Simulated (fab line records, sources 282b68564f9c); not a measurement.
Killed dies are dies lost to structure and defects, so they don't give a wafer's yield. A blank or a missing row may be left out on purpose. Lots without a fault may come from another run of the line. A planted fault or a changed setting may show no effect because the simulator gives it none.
Split-lot experiment | flow rit_cmos | 5 lots, 23 wafers read, on a route of 202 steps

THE SPLIT
At RIT_CONTACT_EXPOSE_05 (exposes mask M11, target cd 1000 nm), the setting dose_mj was moved away from the recipe's 250 on 9 of the 23 wafers read, by -7.3% to +6.9%. The other wafers ran this setting at the recipe's value.

FROM THE SPLIT TO THE READING: what the file shows between them, 6 steps
- RIT_CONTACT_PEB_06
- RIT_CONTACT_DEVELOP_07: develop time 120 s
- RIT_CONTACT_CD_MEAS_08: target cd 1000 nm
- RIT_CONTACT_HARDBAKE_10: time 60 s
- RIT_CONTACT_ETCH_11: etches SiO2 in CHF3/CF4/Ar, stops on TiSi2, target depth 480 nm, time 320 s
- RIT_CONTACT_STRIP_12: strips in O2, time 180 s

THE READING
cd_nm, in nm, at RIT_CONTACT_CD_MEAS_90 (target cd 1000 nm). Fault-free wafers of this fab line usually give 1000.1 nm, standard deviation 2 nm.

wafer  | tool, chamber at the split | dose_mj as run | against the recipe | cd_nm, nm | against lot-mates on the recipe
L075.1 | iline_stepper-01, 0        | 250            | recipe             | 998.1     | -
L075.3 | iline_stepper-01, 0        | 250            | recipe             | 1000.1    | -
L075.5 | iline_stepper-01, 0        | 250            | recipe             | 999.7     | -
L076.2 | iline_stepper-02, 0        | 250            | recipe             | 996.6     | -
L076.3 | iline_stepper-02, 0        | 261.1          | +4.4%              | 1009.7    | +12.3
L076.4 | iline_stepper-02, 0        | 250            | recipe             | 997.8     | -
L076.5 | iline_stepper-02, 0        | 250            | recipe             | 997.7     | -
L076.6 | iline_stepper-02, 0        | 261.1          | +4.4%              | 1008.8    | +11.4
L077.1 | iline_stepper-02, 0        | 231.8          | -7.3%              | 976.3     | -22.4
L077.3 | iline_stepper-02, 0        | 250            | recipe             | 999.3     | -
L077.4 | iline_stepper-02, 0        | 250            | recipe             | 998.4     | -
L077.5 | iline_stepper-02, 0        | 231.8          | -7.3%              | 978.3     | -20.4
L077.6 | iline_stepper-02, 0        | 250            | recipe             | 998.5     | -
L082.1 | iline_stepper-01, 0        | 267.3          | +6.9%              | 1021.6    | +19.6
L082.2 | iline_stepper-01, 0        | 267.3          | +6.9%              | 1020.1    | +18.1
L082.4 | iline_stepper-01, 0        | 250            | recipe             | 1002.4    | -
L082.5 | iline_stepper-01, 0        | 267.3          | +6.9%              | 1019.6    | +17.6
L082.6 | iline_stepper-01, 0        | 250            | recipe             | 1001.5    | -
L083.1 | iline_stepper-01, 0        | 260            | +4.0%              | 1010.1    | +11.5
L083.2 | iline_stepper-01, 0        | 260            | +4.0%              | 1011.6    | +13.0
L083.3 | iline_stepper-01, 0        | 250            | recipe             | 1000.3    | -
L083.5 | iline_stepper-01, 0        | 250            | recipe             | 998.2     | -
L083.6 | iline_stepper-01, 0        | 250            | recipe             | 997.4     | -

THE FIT
A straight line over all 23 wafers: cd_nm changes by +2.96 nm for each +1% of dose_mj; r = +0.99; the points scatter about the line by 1.7 nm.
The same after taking each lot's own level away (the mean of its wafers on the recipe; 23 wafers): +2.81 nm for each +1%; r = +1.00; scatter 0.99 nm.
On that fit, the largest move of dose_mj shifts the reading by 20 nm.
The lots' own levels span 997.37 to 1001.95 nm, that is 2.3 times the standard deviation above.
So the lot-to-lot level changes the slope little: the two slopes agree.
Check: with one of the wafers moved furthest among these (-7.3%) left out of the fit, the line predicts -20 nm for it against its lot-mates. It came out at -22.4 nm against them.

OTHER SPLITS ON THESE WAFERS
These wafers also went through other splits before the reading. Each is held against what the fit with the lots' levels taken away leaves over:
other split on the same wafers  | wafers away from the commonest value | r with cd_nm (lot level and that fit taken away)
RIT_PLDD_COAT_01 spin_rpm       | 8                                    | +0.10
RIT_SILICIDE_SPUTTER_01 power_w | 4                                    | +0.17

THE WHOLE CHAIN: every reading that the file lists as answering this split, in the file's order
step                   | what it does                                                                | reading                                                        | change (the file's fit)              | r (the file's)
RIT_CONTACT_CD_MEAS_08 | target cd 1000 nm                                                           | cd_nm                                                          | +2.85 nm for each +1% of the setting | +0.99
RIT_CONTACT_ETCH_11    | etches SiO2 in CHF3/CF4/Ar, stops on TiSi2, target depth 480 nm, time 320 s | CONTACT.cd_nm (the simulator's own value, which no gauge read) | +2.85 nm for each +1% of the setting | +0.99
RIT_CONTACT_CD_MEAS_90 | target cd 1000 nm                                                           | cd_nm                                                          | +2.82 nm for each +1% of the setting | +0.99

THE FILE'S OWN FIT
cd_nm changes by +2.82 nm for each +1% of dose_mj, r = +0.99.
